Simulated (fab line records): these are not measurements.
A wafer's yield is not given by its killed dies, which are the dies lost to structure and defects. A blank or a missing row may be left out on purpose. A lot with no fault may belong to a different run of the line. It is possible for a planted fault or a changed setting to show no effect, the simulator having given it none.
Lot-split experiment    flow berkeley-cmos170    19 wafers read across 5 lots, on a route 331 steps long

THE SPLIT ITSELF
At UCB170_PWELL_CVD_05 (deposits Si3N4 from SiH2Cl2/NH3, target thk 220 nm, time 3300 s), the setting sih2cl2-flow-sccm was moved away from the recipe's 25 sccm on 13 of the 19 wafers read, by -12.2% to +7.0%. All remaining wafers had this setting at the recipe value.

FROM THE SPLIT TO THE READING: what the file shows between them, 2 steps
- UCB170_PWELL_HMDS_07: prime time 60 s
- UCB170_PWELL_DEVELOP_12: develop time 45 s

THE READING
etch.depth-nm (the simulator's own value, which no gauge read), in nm, at UCB170_PWELL_ETCH_14 (etches Si3N4 in CH3F/Ar/O2, stops on SiO2, target depth 242 nm, time 151 s). There is no usual value for it anywhere in the file. The 6 wafers here that ran the recipe average 219.3 nm, standard deviation 1.8 nm.

wafer   tool, chamber at the split  sih2cl2-flow-sccm as run, sccm  against the recipe  etch.depth-nm, nm  against lot-mates on the recipe
L074.2  lpcvd-01, 1                 25                              recipe              220.7              -
L074.4  lpcvd-01, 1                 25                              recipe              221.8              -
L074.6  lpcvd-01, 1                 25                              recipe              220.1              -
L078.1  -, -                        22.02                           -11.9%              213.6              no lot-mate on the recipe
L078.2  -, -                        22.02                           -11.9%              214.5              no lot-mate on the recipe
L078.3  -, -                        22.02                           -11.9%              211.7              no lot-mate on the recipe
L078.5  -, -                        22.02                           -11.9%              212.5              no lot-mate on the recipe
L078.6  -, -                        22.02                           -11.9%              214.4              no lot-mate on the recipe
L079.1  -, -                        21.95                           -12.2%              211.6              no lot-mate on the recipe
L079.3  -, -                        21.95                           -12.2%              210.8              no lot-mate on the recipe
L079.4  -, -                        21.95                           -12.2%              212.5              no lot-mate on the recipe
L079.5  -, -                        21.95                           -12.2%              212.9              no lot-mate on the recipe
L079.6  -, -                        21.95                           -12.2%              214.2              no lot-mate on the recipe
L084.4  -, -                        25                              recipe              218.1              -
L084.5  -, -                        25                              recipe              218.3              -
L084.6  -, -                        25                              recipe              216.6              -
L085.1  -, -                        26.76                           +7.0%               223.3              no lot-mate on the recipe
L085.4  -, -                        26.76                           +7.0%               223.8              no lot-mate on the recipe
L085.6  -, -                        26.76                           +7.0%               222.6              no lot-mate on the recipe

FIT RESULTS
A straight line over all 19 wafers: etch.depth-nm changes by +0.539 nm for each +1% of sih2cl2-flow-sccm; r = +0.95; the points scatter about the line by 1.4 nm.
Too few moved wafers have a lot-mate on the recipe to fit a line with each lot's own level taken away.

THE WHOLE CHAIN: every reading that the file lists as answering this split, in the file's order
step                  what it does                                                                reading                                                                        change (the file's fit)                r (the file's)
UCB170_PWELL_CVD_05   deposits Si3N4 from SiH2Cl2/NH3, target thk 220 nm, time 3300 s             Si3N4_of_PWELL_CVD_05.thk-nm (the simulator's own value, which no gauge read)  +0.527 nm for each +1% of the setting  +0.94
UCB170_PWELL_ETCH_14  etches Si3N4 in CH3F/Ar/O2, stops on SiO2, target depth 242 nm, time 151 s  etch.depth-nm (the simulator's own value, which no gauge read)                 +0.539 nm for each +1% of the setting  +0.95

FILE'S OWN FIT
etch.depth-nm changes by +0.539 nm for each +1% of sih2cl2-flow-sccm, r = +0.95.
